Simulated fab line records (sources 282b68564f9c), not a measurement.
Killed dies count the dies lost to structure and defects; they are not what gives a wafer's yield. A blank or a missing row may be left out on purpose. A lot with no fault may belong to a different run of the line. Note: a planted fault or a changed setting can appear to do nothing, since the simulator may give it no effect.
Which tool is to blame? -- flow rit-cmos -- 14 lots with 42 wafers sampled at 2 steps, on a route of 202 steps

WHAT EACH GAUGE READ, for each wafer
The record lacks any reading of a measuring or inspecting step that a usual standard deviation could be used to judge.

WHAT TOOL EACH LOT RAN ON (gives the tool, then ch and the chambers of the sampled wafers, and finally the start)
lot,RIT_PWELL_HARDBAKE_07,RIT_M1_PROBE_99
L796,"litho-track-03 ch 0, day 1 22:12","prober-01, day 3 13:25"
L797,"litho-track-03 ch 0, day 2 05:10","prober-02, day 3 18:04"
L799,"litho-track-04 ch 0, day 2 15:51","prober-02, day 4 05:20"
L800,"litho-track-01 ch 0, day 2 20:56","prober-01, day 4 13:15"
L801,"litho-track-03 ch 0, day 3 01:46","prober-02, day 4 15:22"
L802,"litho-track-04 ch 0, day 3 05:47","prober-01, day 4 21:29"
L803,"litho-track-04 ch 0, day 3 11:29","prober-02, day 5 01:04"
L808,"litho-track-03 ch 0, day 4 11:37","prober-01, day 6 04:11"
L811,"litho-track-03 ch 0, day 5 01:50","prober-01, day 6 20:02"
L812,"litho-track-03 ch 0, day 5 15:51","prober-02, day 7 13:25"
L816,"litho-track-01 ch 0, day 6 08:39","prober-01, day 8 06:36"
L815,"litho-track-04 ch 0, day 6 08:51","prober-02, day 8 05:03"
L817,"litho-track-04 ch 0, day 6 14:01","prober-02, day 8 17:07"
L819,"litho-track-04 ch 0, day 7 01:58","prober-01, day 8 23:03"
- RIT_PWELL_HARDBAKE_07: time 120 s.
- RIT_M1_PROBE_99

WHAT THE TOOLS THEMSELVES READ (means of the sampled wafers that have a number; where no wafer has one, the mark that the record gives instead)
RIT_PWELL_HARDBAKE_07. Usual: heater-power-total-W 52.03 W, standard deviation 0.056; plate-temp-C 140.01 C, standard deviation 0.15; resist-line-temp-C 22.98 C, standard deviation 0.11.
lot,tool,heater-power-total-W (W),plate-temp-C (C),resist-line-temp-C (C),flag
L796,litho-track-03,52.02,140.07,22.96,
L797,litho-track-03,52.07,140.03,23.00,
L799,litho-track-04,52.01,140.00,22.79,
L800,litho-track-01,52.07,140.05,23.02,
L801,litho-track-03,52.04,139.97,23.07,
L802,litho-track-04,52.05,140.08,23.02,
L803,litho-track-04,52.02,139.93,22.85,
L808,litho-track-03,52.03,140.04,22.94,
L811,litho-track-03,50.79,137.46,22.94,OFF
L812,litho-track-03,50.88,137.44,23.11,OFF
L816,litho-track-01,52.08,140.21,22.96,
L815,litho-track-04,52.06,140.04,23.00,
L817,litho-track-04,52.05,140.08,22.90,
L819,litho-track-04,52.06,139.93,22.96,

RIT_M1_PROBE_99. Usual: killed-at-contacts 0.1, standard deviation 0.27; killed-at-front-end 7, standard deviation 3.1; killed-dies 7, standard deviation 3.2; killed-open 3.8, standard deviation 2.1; killed-short 3.6, standard deviation 2.
lot,tool,killed-at-contacts,killed-at-front-end,killed-dies,killed-open,killed-short,flag
L796,prober-01,0.0,5,5,2.0,2.7,
L797,prober-02,0.0,7,7,3.0,4.0,
L799,prober-02,0.0,8,8,3.7,4.3,
L800,prober-01,0.0,8,8,4.3,3.7,
L801,prober-02,0.0,8,8,2.3,6.0,
L802,prober-01,0.3,5,5,2.3,3.0,
L803,prober-02,0.0,7,7,4.0,3.0,
L808,prober-01,0.3,11,11,4.3,7.0,
L811,prober-01,0.0,8,8,4.0,3.7,
L812,prober-02,0.3,6,6,2.3,3.7,
L816,prober-01,0.0,12,12,5.7,6.7,
L815,prober-02,0.0,8,8,4.3,3.3,
L817,prober-02,0.0,4,4,2.7,1.7,
L819,prober-01,0.0,11,11,5.3,5.3,

THE ANSWER, worked out from the rows above alone
Rule: lot off if the mean of its wafers having a number is beyond 3 standard deviations from the usual mean. Also off: a lot with no number at a reading for which 4 or more lots have one. The other lots that the step has rows for count as sound. Order of review: gauges by route order, followed by the tools' own readings, for which a lot's mean as printed above is used. The first step at which some lot is off is used, and at that step the reading that is off furthest; a lot without a number counts as furthest.
Off: L811, L812 (RIT_PWELL_HARDBAKE_07, heater-power-total-W).
A tool fits if, at that step or a process step before it, it ran every lot that is off, and no sound lot after the first of them. One candidate fits, namely litho-track-03 at RIT_PWELL_HARDBAKE_07. Its last sound lot is L808 (day 4 11:37), its first lot that is off L811 (day 5 01:50): a fault that began between those two fits.
The tool's own readings at RIT_PWELL_HARDBAKE_07 bear it out: on the lots that are off they differ by more than 5 times the standard deviation of the sound lots' means. heater-power-total-W reads 50.84 W there against 52.05 W on the sound lots; plate-temp-C reads 137.45 C there against 140.04 C on the sound lots.

WHAT THE SIMULATOR HAD INSERTED
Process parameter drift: litho-track-03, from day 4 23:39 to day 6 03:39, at RIT_PWELL_HARDBAKE_07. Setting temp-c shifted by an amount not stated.
Lots struck among those shown: L811, L812. The rule above reached the same finding.
